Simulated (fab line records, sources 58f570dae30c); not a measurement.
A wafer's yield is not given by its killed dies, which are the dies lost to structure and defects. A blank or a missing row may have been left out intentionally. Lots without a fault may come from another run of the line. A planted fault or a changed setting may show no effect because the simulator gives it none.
Commonality check across tools    flow berkeley cmos170    Sample size 14 lots and 42 wafers

== WHAT PROMPTED THE OPENING ==
2 of 14 lots carry a flag on the reading NVT_TW at UCB170_NVT_TW_MEAS_09. Wafers without a fault read 526, standard deviation 5.4.
Rule: flag the lot when none of its wafers has a number, or when each of its wafers that has one lies beyond 4 standard deviations from that mean. The rest of the lots are taken to be sound.

lot   measured      on             NVT_TW, wafer by wafer  flag
L756  day 5 04:19   film metro-02  517 519 519             
L759  day 6 01:34   film metro-04  529 529 529             
L760  day 6 01:43   film metro-03  529 529 533             
L761  day 6 12:23   film metro-02  518 521 521             
L762  day 6 21:26   film metro-02  519 523 520             
L764  day 7 04:47   film metro-02  523 525 525             
L765  day 7 05:21   film metro-03  529 526 531             
L769  day 8 09:35   film metro-02  523 522 525             
L772  day 9 00:35   film metro-04  475 476 477             FLAGGED
L773  day 9 04:24   film metro-02  469 468 468             FLAGGED
L774  day 9 04:39   film metro-03  532 533 534             
L776  day 10 03:08  film metro-02  520 520 518             
L777  day 10 07:05  film metro-04  534 536 534             
L779  day 10 21:44  film metro-02  520 521 522             
The numbers of the flagged lots are 472 on average: -54 against the usual, or -10 standard deviations.

== TOOL THAT RAN EACH LOT ==
The record holds 2 process steps before the reading, out of a route of 331 steps. Read each cell as the tool, then ch plus the chambers that the sampled wafers visited, then the start.
lot   flag     UCB170_NVT_IMPLANT_07            UCB170_NVT_STRIP_08
L756           implanter-03 ch 0, day 5 04:05   plasma asher-03 ch 0, day 5 04:12
L759           implanter-03 ch 0, day 6 01:19   plasma asher-03 ch 0, day 6 01:28
L760           implanter-04 ch 0, day 6 01:28   plasma asher-02 ch 0,1, day 6 01:37
L761           implanter-01 ch 0, day 6 12:08   plasma asher-02 ch 0,1, day 6 12:17
L762           implanter-01 ch 0, day 6 21:11   plasma asher-01 ch 1, day 6 21:19
L764           implanter-04 ch 0, day 7 04:32   plasma asher-02 ch 1, day 7 04:41
L765           implanter-04 ch 0, day 7 05:08   plasma asher-03 ch 0,1, day 7 05:16
L769           implanter-03 ch 0, day 8 09:21   plasma asher-02 ch 0,1, day 8 09:29
L772  FLAGGED  implanter-04 ch 0, day 9 00:20   plasma asher-02 ch 0,1, day 9 00:29
L773  FLAGGED  implanter-04 ch 0, day 9 04:09   plasma asher-01 ch 0,1, day 9 04:18
L774           implanter-01 ch 0, day 9 04:26   plasma asher-02 ch 0,1, day 9 04:34
L776           implanter-01 ch 0, day 10 02:53  plasma asher-01 ch 0,1, day 10 03:02
L777           implanter-01 ch 0, day 10 06:50  plasma asher-02 ch 0,1, day 10 06:59
L779           implanter-03 ch 0, day 10 21:29  plasma asher-01 ch 0,1, day 10 21:38
What these steps do:
- UCB170_NVT_IMPLANT_07
- UCB170_NVT_STRIP_08: strips in O2.
- UCB170_NVT_TW_MEAS_09

== FLAGGED OVER TOTAL, TOOL BY TOOL (the gauges that took the reading come last) ==
step                   tool             lots run  flagged  share of the flagged lots  sound lots run after its first flagged lot
UCB170_NVT_IMPLANT_07  implanter-01     5         0        none                       -
UCB170_NVT_IMPLANT_07  implanter-03     4         0        none                       -
UCB170_NVT_IMPLANT_07  implanter-04     5         2        all                        0
UCB170_NVT_STRIP_08    plasma asher-01  4         1        some                       2 (L776,L779)
UCB170_NVT_STRIP_08    plasma asher-02  7         1        some                       2 (L774,L777)
UCB170_NVT_STRIP_08    plasma asher-03  3         0        none                       -
UCB170_NVT_TW_MEAS_09  film metro-02    8         1        some                       2 (L776,L779)
UCB170_NVT_TW_MEAS_09  film metro-03    3         0        none                       -
UCB170_NVT_TW_MEAS_09  film metro-04    3         1        some                       1 (L777)

== WHAT THE TABLE PERMITS ==
In the table, 1 row covers all flagged lots: implanter-04 at UCB170_NVT_IMPLANT_07.
- implanter-04 at UCB170_NVT_IMPLANT_07 ran 5 lots, 2 of them flagged. A fault beginning between L765 (day 7 05:08), its last sound lot, and L772 (day 9 00:20), its first flagged one, fits the data. Its own readings lie more than 4 standard deviations out on every wafer of the flagged lots: beam energy keV.
Left over: one tool, implanter-04 at UCB170_NVT_IMPLANT_07.

== WHAT WAS PUT IN BY THE SIMULATOR ==
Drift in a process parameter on implanter-04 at UCB170_NVT_IMPLANT_07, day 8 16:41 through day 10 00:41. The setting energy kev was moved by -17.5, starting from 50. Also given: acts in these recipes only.
Struck lots among those shown: L772, L773. The rule given above showed the same thing.
